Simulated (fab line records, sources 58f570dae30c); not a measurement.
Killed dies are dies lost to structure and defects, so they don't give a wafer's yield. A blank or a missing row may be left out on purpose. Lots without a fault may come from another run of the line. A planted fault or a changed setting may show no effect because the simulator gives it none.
Tool commonality check | flow berkeley_cmos170 | 14 lots, 48 wafers sampled

WHY IT WAS OPENED
At UCB170_PVT_TW_MEAS_09 the reading PVT_TW is flagged on 2 of 14 lots. Wafers without a fault read 506, standard deviation 3.9.
Rule: a lot is flagged when every wafer of it that has a number lies more than 4 standard deviations from that mean, or none has a number. The other lots count as sound.

lot  | measured     | on            | PVT_TW, wafer by wafer  | flag
L860 | day 6 21:54  | film_metro-04 | 502 503 502             |
L861 | day 6 21:55  | film_metro-02 | 511 507 511             |
L865 | day 7 23:03  | film_metro-03 | 505 506 502             |
L864 | day 7 23:35  | film_metro-04 | 506 507 505             |
L868 | day 8 08:40  | film_metro-02 | 511 510 509             |
L870 | day 8 18:22  | film_metro-02 | 514 512 512             |
L872 | day 8 18:23  | film_metro-03 | 503 503 504             |
L869 | day 8 18:30  | film_metro-03 | 500 504 502             |
L875 | day 9 20:57  | film_metro-03 | 635 632 632 635 631 634 | FLAGGED
L876 | day 9 21:14  | film_metro-04 | 638 640 643 640 637 642 | FLAGGED
L880 | day 10 20:13 | film_metro-04 | 509 507 510             |
L881 | day 10 20:30 | film_metro-02 | 511 513 506             |
L882 | day 10 20:41 | film_metro-03 | 503 504 504             |
L879 | day 10 21:02 | film_metro-02 | 509 508 509             |
The numbers of the flagged lots are 637 on average: +131 against the usual, or +33 standard deviations.

WHICH TOOL RAN EACH LOT
The record holds 2 process steps before the reading, out of a route of 331 steps. In each cell: the tool, then ch and the chambers that the sampled wafers went through, then the start.
lot  | flag    | UCB170_ACTIVE_STRIP_16              | UCB170_NVT_COAT_01
L860 |         | plasma_asher-02 ch 0,1, day 5 01:32 | litho_track-04 ch 0, day 6 18:10
L861 |         | plasma_asher-04 ch 0,1, day 5 01:29 | litho_track-01 ch 0, day 6 18:12
L865 |         | plasma_asher-03 ch 0,1, day 6 08:28 | litho_track-04 ch 0, day 7 20:11
L864 |         | plasma_asher-02 ch 0,1, day 6 08:43 | litho_track-02 ch 0, day 7 20:10
L868 |         | plasma_asher-04 ch 1, day 6 19:00   | litho_track-01 ch 0, day 8 05:34
L870 |         | plasma_asher-02 ch 0,1, day 7 03:07 | litho_track-01 ch 0, day 8 15:04
L872 |         | plasma_asher-03 ch 0,1, day 7 08:05 | litho_track-02 ch 0, day 8 14:59
L869 |         | plasma_asher-04 ch 0,1, day 7 02:52 | litho_track-04 ch 0, day 8 14:59
L875 | FLAGGED | plasma_asher-03 ch 0,1, day 8 04:56 | litho_track-02, day 9 15:50
L876 | FLAGGED | plasma_asher-02 ch 0,1, day 8 05:18 | litho_track-04, day 9 15:50
L880 |         | plasma_asher-03 ch 0,1, day 9 04:22 | litho_track-02 ch 0, day 10 15:50
L881 |         | plasma_asher-04 ch 0,1, day 9 04:57 | litho_track-04 ch 0, day 10 16:08
L882 |         | plasma_asher-04 ch 0,1, day 9 04:14 | litho_track-02 ch 0, day 10 16:18
L879 |         | plasma_asher-02 ch 0,1, day 9 04:00 | litho_track-01 ch 0, day 10 16:35
What these steps do:
- UCB170_ACTIVE_STRIP_16: strips in O2.
- UCB170_NVT_COAT_01: resist thk 900 nm.
- UCB170_PVT_TW_MEAS_09

FLAGGED OVER TOTAL, TOOL BY TOOL (the gauges that took the reading come last)
step                   | tool            | lots run | flagged | share of the flagged lots | sound lots run after its first flagged lot
UCB170_ACTIVE_STRIP_16 | plasma_asher-02 | 5        | 1       | some                      | 1 (L879)
UCB170_ACTIVE_STRIP_16 | plasma_asher-03 | 4        | 1       | some                      | 1 (L880)
UCB170_ACTIVE_STRIP_16 | plasma_asher-04 | 5        | 0       | none                      | -
UCB170_NVT_COAT_01     | litho_track-01  | 4        | 0       | none                      | -
UCB170_NVT_COAT_01     | litho_track-02  | 5        | 1       | some                      | 2 (L880,L882)
UCB170_NVT_COAT_01     | litho_track-04  | 5        | 1       | some                      | 1 (L881)
UCB170_PVT_TW_MEAS_09  | film_metro-02   | 5        | 0       | none                      | -
UCB170_PVT_TW_MEAS_09  | film_metro-03   | 5        | 1       | some                      | 1 (L882)
UCB170_PVT_TW_MEAS_09  | film_metro-04   | 4        | 1       | some                      | 1 (L880)

WHAT THE TABLE ALLOWS
No row of the table ran every flagged lot.

WHAT THE SIMULATOR HAD PUT IN
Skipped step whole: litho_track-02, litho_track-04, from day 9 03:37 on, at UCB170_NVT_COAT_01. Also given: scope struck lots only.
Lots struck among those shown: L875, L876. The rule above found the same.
